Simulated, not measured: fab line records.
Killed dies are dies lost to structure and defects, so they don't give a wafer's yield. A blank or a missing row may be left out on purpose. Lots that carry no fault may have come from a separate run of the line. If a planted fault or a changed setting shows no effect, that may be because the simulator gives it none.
Which tool did it? | flow berkeleyCmos170 | at 1 step of a route of 331, 14 lots with 42 wafers sampled

## WHAT EACH GAUGE READ, for each wafer
Not one reading of a measure or inspect step in the record can be checked against a usual standard deviation.

## EACH LOT AND THE TOOL THAT RAN IT (in order: tool; ch and the chambers of the sampled wafers; start)
lot  | UCB170_PLDD_IMPLANT_09
L455 | implanter-01 ch 0, day 7 10:45
L456 | implanter-03 ch 0, day 7 11:50
L459 | implanter-01 ch 0, day 8 12:11
L462 | implanter-04 ch 0, day 8 12:20
L457 | implanter-03 ch 0, day 8 12:32
L461 | implanter-01 ch 0, day 8 12:44
L458 | implanter-01 ch 0, day 8 13:14
L460 | implanter-04 ch 0, day 8 13:20
L465 | implanter-04 ch 0, day 9 02:43
L469 | implanter-04 ch 0, day 9 17:47
L467 | implanter-03 ch 0, day 9 18:02
L468 | implanter-01 ch 0, day 10 02:30
L472 | implanter-01 ch 0, day 11 00:07
L476 | implanter-01 ch 0, day 11 12:25
- UCB170_PLDD_IMPLANT_09

## WHAT THE TOOLS THEMSELVES READ (means of the sampled wafers that have a number; where no wafer has one, the mark that the record gives instead)
UCB170_PLDD_IMPLANT_09. Usual: beamOnS 10.03 s, standard deviation 0.21; tiltDeg 6.997 degrees, standard deviation 0.02.
lot  | tool         | beamOnS (s) | tiltDeg (degrees) | flag
L455 | implanter-01 | 10.02       | 6.976             | 
L456 | implanter-03 | 10.12       | 7.006             | 
L459 | implanter-01 | 9.95        | 7.000             | 
L462 | implanter-04 | 10.04       | 6.975             | 
L457 | implanter-03 | 9.99        | 7.018             | 
L461 | implanter-01 | 10.20       | 6.987             | 
L458 | implanter-01 | 9.85        | 6.988             | 
L460 | implanter-04 | 10.15       | 6.991             | 
L465 | implanter-04 | 10.01       | 7.009             | 
L469 | implanter-04 | 10.14       | 7.026             | 
L467 | implanter-03 | 9.94        | 7.006             | 
L468 | implanter-01 | 10.06       | 7.002             | 
L472 | implanter-01 | 9.92        | 7.291             | OFF
L476 | implanter-01 | 9.76        | 7.271             | OFF

## THE ANSWER, worked out from the rows above alone
Rule: a lot counts as off when the mean over its wafers that have a number is more than 3 standard deviations away from the usual mean. A lot without any number at a reading at which 4 lots or more have one is off too. All remaining lots with rows at the step are treated as sound. The gauges are gone through in route order, then the tools' own readings, and for those a lot's mean is taken as printed above. The first step at which some lot is off is used, and at that step the reading that is off furthest; a lot without a number counts as furthest.
Off: L472, L476, at UCB170_PLDD_IMPLANT_09 (tiltDeg).
If a tool, at that step or one of the process steps before it, ran each lot that is off and ran no sound lot following the first of them, it fits. One candidate fits, namely implanter-01 at UCB170_PLDD_IMPLANT_09. Its last sound lot is L468 (day 10 02:30), its first lot that is off L472 (day 11 00:07): a fault that began between those two fits.
The tool's own readings at UCB170_PLDD_IMPLANT_09 bear it out: on the lots that are off they differ by more than 5 times the standard deviation of the sound lots' means. tiltDeg reads 7.281 degrees there against 6.999 degrees on the sound lots.

## WHAT THE SIMULATOR HAD PUT IN
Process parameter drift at UCB170_PLDD_IMPLANT_09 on implanter-01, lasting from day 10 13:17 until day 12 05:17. Setting tiltDeg, moved by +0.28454, from 7. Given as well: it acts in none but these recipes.
Struck lots among those shown: L472, L476. The same result came from the rule above.
